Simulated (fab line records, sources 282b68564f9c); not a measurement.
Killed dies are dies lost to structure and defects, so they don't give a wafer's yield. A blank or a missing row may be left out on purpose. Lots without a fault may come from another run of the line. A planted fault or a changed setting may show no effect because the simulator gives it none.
fab line records | flow rit_cmos
record lots=14 wafers=42 last_day=7
route steps=202 shown ACTIVE@5 NRETRO@62 REOX@102
lots that met no fault: from a run of the same line without faults
start_h: hours from the record's first day to the start of the lot's first wafer shown | wait_h: hours since the lot's step before | " the same as in the row above | L1.1+2: a row that stands for several wafers | - no value, or no start given | * or withheld: withheld | < > ~ a bound
route shown NAME@n: a module of which the file shows steps, and the number in the route of the first | usual: mean/standard deviation of fault-free wafers | same: alike in all rows | chamber/n: place in a boat | sites: the reading at each site | _std_site: their standard deviation | _edge_site: outer sites' mean less inner sites' | radius_mm: how far each site lies from the wafer's centre | mask NAME#n: copy n | behind: the tool/chamber that last shaped the wafer | hold: why the lot was held/for how many hours/how that ended | device: the transistor (n, p or np) that didn't switch | end of line: the same wafers' tests at the end of the route | a step without rows: its recipe alone | killed: dies lost to structure and defects at the first sort, not the wafer's yield | map: a wafer's dies, x killed, . not, _ none there
set.NAME: the setting as run; set.NAME@STEP: as run at that earlier step | model.NAME: the simulator's own value behind a step, which no gauge read
steps of the route over a sample of lots; a table a step, a row a wafer
services: from which hour (start_h, from the record's first day; less than 0 if before it) a tool's chamber was out of use, for how many hours, and why
## steps
# step RIT_ACTIVE_THK_MEAS_04
# recipe reads=Si3N4_of_ACTIVE_CVD_03
# usual ACTIVE_NITRIDE_THK=150.1/1.2
# columns lot.wafer tool chamber start_h wait_h ACTIVE_NITRIDE_THK[nm]
L579.2 film_metro-01 - 13.54 0.0 151.9
L579.4 " - " " 151.6
L579.6 " - " " 150.5
L580.1 film_metro-01 - 19.94 0.0 152.9
L580.2 " - " " 154.0
L580.3 " - " " 152.4
L581.2 film_metro-01 - 26.40 0.0 149.6
L581.4 " - " " 147.8
L581.5 " - " " 148.8
L582.1 film_metro-03 - 29.61 0.0 148.4
L582.2 " - " " 149.1
L582.5 " - " " 149.1
L583.3 film_metro-02 - 35.17 0.0 151.5
L583.4 " - " " 151.5
L583.5 " - " " 151.4
L584.4 film_metro-01 - 39.27 0.0 149.2
L584.5 " - " " 150.5
L584.6 " - " " 149.3
L585.2 film_metro-03 - 43.54 0.0 150.2
L585.3 " - " " 150.1
L585.6 " - " " 150.3
L586.1 film_metro-03 - 48.53 0.0 149.9
L586.2 " - " " 149.5
L586.6 " - " " 150.6
L590.2 film_metro-01 - 68.54 0.0 149.5
L590.4 " - " " 150.0
L590.6 " - " " 149.6
L591.1 film_metro-01 - 73.53 0.0 150.1
L591.4 " - " " 149.8
L591.6 " - " " 150.2
L599.1 film_metro-03 - 113.53 0.0 150.6
L599.3 " - " " 150.9
L599.4 " - " " 150.8
L600.1 film_metro-02 - 118.53 0.0 150.6
L600.3 " - " " 152.0
L600.4 " - " " 152.1
L601.1 film_metro-02 - 123.53 0.0 147.7
L601.3 " - " " 148.9
L601.5 " - " " 149.0
L602.1 film_metro-02 - 128.53 0.0 150.5
L602.2 " - " " 148.9
L602.4 " - " " 150.5
# step RIT_ACTIVE_EXPOSE_08
# recipe mask_id=M1 na=0.6 source_shape=conventional sigma_outer=0.6 target_cd_nm=1400 dose_mj=225
# usual exposure_dose_mJ_cm2=224.95/0.27 focus_offset_nm=0.1/0.55
# columns lot.wafer tool chamber start_h wait_h mask exposure_dose_mJ_cm2 focus_offset_nm
L579.2 iline_stepper-01 0 14.21 0.2 M1#0 225.03 1.1
L579.4 " 0 " " M1#0 225.33 0.8
L579.6 " 0 " " M1#0 225.51 0.6
L580.1 iline_stepper-01 0 20.45 0.1 M1#0 224.86 0.6
L580.2 " 0 " " M1#0 224.97 1.0
L580.3 " 0 " " M1#0 225.09 1.1
L581.2 iline_stepper-01 0 26.92 0.1 M1#0 225.05 -0.3
L581.4 " 0 " " M1#0 225.01 0.1
L581.5 " 0 " " M1#0 224.62 -0.2
L582.1 iline_stepper-01 0 30.12 0.1 M1#0 225.28 -0.7
L582.2 " 0 " " M1#0 225.05 -1.4
L582.5 " 0 " " M1#0 225.09 -0.9
L583.3 iline_stepper-01 0 35.70 0.1 M1#0 225.59 0.1
L583.4 " 0 " " M1#0 225.60 0.2
L583.5 " 0 " " M1#0 225.56 0.3
L584.4 iline_stepper-02 0 40.03 0.2 M1#0 224.87 0.0
L584.5 " 0 " " M1#0 224.84 0.4
L584.6 " 0 " " M1#0 224.86 -0.5
L585.2 iline_stepper-02 0 44.06 0.1 M1#0 224.86 0.7
L585.3 " 0 " " M1#0 225.19 0.2
L585.6 " 0 " " M1#0 224.99 -0.7
L586.1 iline_stepper-02 0 49.04 0.1 M1#0 224.95 0.5
L586.2 " 0 " " M1#0 225.33 0.3
L586.6 " 0 " " M1#0 225.12 -0.1
L590.2 iline_stepper-02 - 69.18 0.2 M1#0 - -
L590.4 " - " " M1#0 - -
L590.6 " - " " M1#0 - -
L591.1 iline_stepper-02 - 74.04 0.1 M1#0 - -
L591.4 " - " " M1#0 - -
L591.6 " - " " M1#0 - -
L599.1 iline_stepper-02 0 114.17 0.2 M1#0 224.71 0.3
L599.3 " 0 " " M1#0 225.11 0.1
L599.4 " 0 " " M1#0 224.81 0.9
L600.1 iline_stepper-02 0 119.04 0.1 M1#0 225.09 0.5
L600.3 " 0 " " M1#0 224.93 -0.1
L600.4 " 0 " " M1#0 225.11 1.0
L601.1 iline_stepper-02 0 124.04 0.1 M1#0 224.70 0.5
L601.3 " 0 " " M1#0 224.95 0.7
L601.5 " 0 " " M1#0 224.76 0.0
L602.1 iline_stepper-02 0 129.04 0.1 M1#0 224.81 0.0
L602.2 " 0 " " M1#0 224.81 -0.5
L602.4 " 0 " " M1#0 224.82 -1.0
# step RIT_NRETRO_STRIP_09
# recipe chemistry=O2 time_s=180 resist=NOVOLAK platen_temp_c=withheld power_w=500 pressure_mtorr=4000 o2_flow_sccm=4000
# usual drypump_motor_current_A=6.2/0.39
# columns lot.wafer tool chamber start_h wait_h drypump_motor_current_A rf_hours_counter_h
L579.2 plasma_asher-01 1 38.35 0.1 5.5 40
L579.4 " 0 " " 5.4 -
L579.6 " 0 " " 5.5 -
L580.1 plasma_asher-04 0 40.61 0.1 6.6 40
L580.2 " 1 " " 6.2 40
L580.3 " 1 " " 6.2 -
L581.2 plasma_asher-04 0 43.43 0.1 6.5 40
L581.4 " 0 " " 6.5 -
L581.5 " 1 " " 6.1 -
L582.1 plasma_asher-02 0 46.14 0.1 6.4 38
L582.2 " 1 " " 6.3 38
L582.5 " 1 " " 6.3 -
L583.3 plasma_asher-01 1 51.15 0.1 5.5 -
L583.4 " 0 " " 5.4 -
L583.5 " 1 " " 5.5 -
L584.4 plasma_asher-01 0 56.30 0.1 5.4 -
L584.5 " 0 " " 5.4 -
L584.6 " 1 " " 5.5 -
L585.2 plasma_asher-01 1 61.44 0.1 5.5 43
L585.3 " 0 " " 5.5 -
L585.6 " 0 " " 5.5 -
L586.1 plasma_asher-04 1 64.17 0.1 6.1 43
L586.2 " 0 " " 6.5 43
L586.6 " 0 " " 6.6 -
L599.1 plasma_asher-02 1 129.62 0.1 6.3 48
L599.3 " 1 " " 6.3 -
L599.4 " 0 " " 6.3 -
L600.1 plasma_asher-04 0 134.83 0.1 6.6 2
L600.3 " 0 " " 6.6 -
L600.4 " 1 " " 6.2 -
L601.1 plasma_asher-04 0 139.92 0.1 6.5 3
L601.3 " 0 " " 6.5 -
L601.5 " 1 " " 6.1 -
L602.1 plasma_asher-04 0 144.87 0.1 6.6 3
L602.2 " 1 " " 6.1 3
L602.4 " 0 " " 6.5 -
# step RIT_REOX_THK_MEAS_04
# recipe reads=SiO2_of_REOX_OXIDATION_03
# usual REOX_OXIDE_THK=25.3/0.49
# columns lot.wafer tool chamber start_h wait_h REOX_OXIDE_THK[nm]
L579.2 film_metro-04 - 49.61 0.0 25.8
L579.4 " - " " 25.6
L579.6 " - " " 25.9
L580.1 film_metro-03 - 50.76 0.0 25.8
L580.2 " - " " 25.8
L580.3 " - " " 25.8
L581.2 film_metro-02 - 55.59 0.0 24.9
L581.4 " - " " 24.9
L581.5 " - " " 25.0
L582.1 film_metro-02 - 57.44 0.0 25.2
L582.2 " - " " 25.3
L582.5 " - " " 25.3
L583.3 film_metro-03 - 61.34 0.0 24.6
L583.4 " - " " 24.9
L583.5 " - " " 24.7
L584.4 film_metro-02 - 67.35 0.0 25.3
L584.5 " - " " 25.0
L584.6 " - " " 25.3
L585.2 film_metro-03 - 71.25 0.0 25.2
L585.3 " - " " 24.8
L585.6 " - " " 25.2
L586.1 film_metro-04 - 74.86 0.0 25.0
L586.2 " - " " 24.9
L586.6 " - " " 25.3
L599.1 film_metro-04 - 139.79 0.0 25.4
L599.3 " - " " 25.7
L599.4 " - " " 25.4
L600.1 film_metro-03 - 145.87 0.0 24.9
L600.3 " - " " 24.7
L600.4 " - " " 24.8
L601.1 film_metro-02 - 150.08 0.0 24.7
L601.3 " - " " 24.6
L601.5 " - " " 25.2
L602.1 film_metro-02 - 155.62 0.0 25.9
L602.2 " - " " 26.0
L602.4 " - " " 26.2
## services
# columns tool chamber start_h hours kind
iline_stepper-02 - -0.81 1.7 pm
plasma_asher-01 - 21.02 1.2 repair
iline_stepper-01 - 44.04 4.4 pm
iline_stepper-02 - 50.04 5.8 repair
iline_stepper-02 0 62.32 - calibration
plasma_asher-01 - 106.44 15.6 pm
iline_stepper-01 0 107.33 - calibration
plasma_asher-04 - 108.75 9.0 pm
plasma_asher-04 0 108.75 9.0 vent_cycle
plasma_asher-04 1 108.75 9.0 vent_cycle
iline_stepper-02 - 111.03 2.4 repair
plasma_asher-04 0 117.75 - clean
plasma_asher-04 1 117.75 - clean
plasma_asher-01 - 131.99 10.1 repair
## key
first_sign step=RIT_ACTIVE_EXPOSE_08 reading=tool_record direction=missing
effect none on later readings
met_at RIT_ACTIVE_EXPOSE_08
struck_lots L590,L591
later_rows_left_out L590.2,L590.4,L590.6,L591.1,L591.4,L591.6
sort_left_out L590.2,L590.4,L590.6,L591.1,L591.4,L591.6
tester_left_out L590,L591
not_acting_at RIT_ACTIVE_THK_MEAS_04,RIT_NRETRO_STRIP_09,RIT_REOX_THK_MEAS_04
onset_between 49.04 69.18
fault kind=skipped_step_whole tool=iline_stepper-02 chamber=- onset_h=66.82 steps=RIT_ACTIVE_EXPOSE_08 scope=struck_lots_only
# tester_left_out: of these lots the tester's yield and bins aren't shown, on N5 and GAA mostly nor the transistor test; their killed dies are dies lost to structure and defects alone, not to doping, threshold or leakage, so they don't give the yield
# sort_left_out: the simulated sort isn't trusted on such a fault, so these wafers' sort isn't shown, and their yield isn't known
# later_rows_left_out: the simulator's readings of these wafers behind a module that went badly wrong aren't trusted and aren't shown, but for the sort
